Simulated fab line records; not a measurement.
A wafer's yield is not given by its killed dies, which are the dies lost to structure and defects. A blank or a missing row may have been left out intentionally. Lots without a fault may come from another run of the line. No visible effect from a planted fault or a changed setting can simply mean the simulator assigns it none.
One fault through the eyes of 2 desks	flow berkeley_cmos170	every desk sees just its own numbers, and what lay behind them comes last

## THE TOOL OWNER'S DESK: pvd_sputter-02
The tool's own readings at UCB170_SILICIDE_SPUTTER_01 (material Ti, target thk 30 nm, time 25 s): means of the sampled wafers that have a number, for each lot that ran on this tool. The brackets show how far a lot's mean lies from the usual mean; more than 4 standard deviations puts the lot out of limits, marked OUT.
Columns: A = chamber_pressure_pa at UCB170_SILICIDE_SPUTTER_01, usual 0.4999 Pa; B = throttle_valve_pct at UCB170_SILICIDE_SPUTTER_01, usual 30.0 %
lot	first seen here	A	B
L907	day 9 01:38	0.4993	29.0
L909	day 9 13:10	0.5003	28.9
L911	day 10 04:00	0.5008	28.7
L913	day 10 18:04	0.5001	28.9
L915	day 10 18:10	0.4998	28.7
L917	day 10 18:33	0.4995	29.0
L914	day 10 18:39	0.5008	30.0
Result from this desk: across the 7 lots, nothing is out of limits.

## FROM THE METROLOGY DESK
What the gauges read, lot by lot, whatever tool the lot ran on: means of the sampled wafers that have a number. The brackets show how far a lot's mean lies from the usual mean; more than 4 standard deviations puts the lot out of limits, marked OUT.
Columns: A = GATE_OVL at UCB170_GATE_OVL_MEAS_13, usual 0 nm; B = SILICIDE_TI_RS at UCB170_SILICIDE_RS_MEAS_02, usual 26.3 ohm/sq; C = SILICIDE_TI_THK at UCB170_SILICIDE_THK_MEAS_03, usual 30.3 nm
lot	first seen here	A	B	C
L903	day 7 18:36	0	25.7	30.9
L904	day 8 06:58	0	26.2	30.6
L906	day 8 07:12	2	25.9	30.7
L907	day 8 07:23	1	26.5	30.3
L909	day 8 18:09	-4	26.3	30.2
L908	day 8 18:24	2	25.8	30.7
L911	day 9 12:47	-5	26.4	30.0
L913	day 10 01:47	-6	26.3	30.4
L917	day 10 02:04	-2	17.2 (-19) OUT	43.6 (+28) OUT
L915	day 10 02:11	-6	16.9 (-19) OUT	44.2 (+30) OUT
L914	day 10 02:19	2	17.2 (-19) OUT	43.6 (+28) OUT
L921	day 11 18:16	3	26.2	30.4
L924	day 12 02:53	6	26.3	30.4
L923	day 12 03:00	-1	26.4	30.2
L925	day 12 15:49	6	26.1	30.5
This desk's finding: out of limits on L914, L915, L917; first on L915, day 10 18:22 (SILICIDE_TI_RS at UCB170_SILICIDE_RS_MEAS_02). L903, L904, L906, L907, L909, L908, L911, L913, L921, L924, L923, L925: within limits.

## TAKEN TOGETHER
The metrology desk could have raised an alarm at day 10 18:22, on L914, L915, L917.
The tool owner's desk saw nothing out of limits.
The tool owner's desk has L914, L915, L917 on record, within its limits.
Every lot named ran UCB170_SILICIDE_SPUTTER_01 on pvd_sputter-02.

## WHAT THE SIMULATOR HAD PUT IN
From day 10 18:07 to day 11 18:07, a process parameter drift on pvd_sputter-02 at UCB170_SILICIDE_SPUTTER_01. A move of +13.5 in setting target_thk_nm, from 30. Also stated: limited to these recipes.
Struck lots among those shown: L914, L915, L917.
Time in hours between the start of the fault and the first out-of-limits reading at each desk: metrology desk, 0.
